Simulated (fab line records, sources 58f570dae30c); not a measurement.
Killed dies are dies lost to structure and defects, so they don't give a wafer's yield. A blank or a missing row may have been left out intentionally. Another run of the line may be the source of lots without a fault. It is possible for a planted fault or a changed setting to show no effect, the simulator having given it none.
Matching of chambers -- flow berkeleyCmos170 -- UCB170_GATE_ETCH_15 on rieSi-02 has 4 sister chambers
The step etches poly-Si in HBr/Cl2, stops on SiO2, time 56.3 s, target depth 278.2 nm. 4 wafers are shown with their chamber, then 8 later ones without.

WAFERS WITH THEIR CHAMBER
wafer,chamber,throttleValvePct (%)
L308.1,3,26.60
L308.3,2,26.89
L313.3,1,26.44
L316.1,0,26.50

WAFERS WITH NO CHAMBER GIVEN
wafer,throttleValvePct (%)
L316.2,26.89
L316.6,26.62
L322.3,26.87
L322.4,26.61
L322.6,26.89
L323.1,26.88
L323.3,26.43
L323.4,26.60

CHAMBER TAKEN BY EACH
wafer,from the rows above,in truth
L316.2,2,2
L316.6,3,3
L322.3,2,2
L322.4,3,3
L322.6,2,2
L323.1,2,2
L323.3,1,1
L323.4,3,3
Correct placement for 8 of the 8. Number that these rows cannot place: 0. Number placed wrongly: 0.
How it was worked out, from the rows above alone: a wafer's distance from a chamber is the root of the sum, over the readings, of the square of ((its reading less the chamber's mean) divided by the reading's scatter). If the next closest chamber is less than 2 further off than the closest, the wafer can't be placed; otherwise it belongs to the closest. For every chamber, the mean is computed from those of its wafers that are shown. The scatter: root of mean squared gap, hidden wafer to nearest shown wafer, with one shown wafer a chamber.
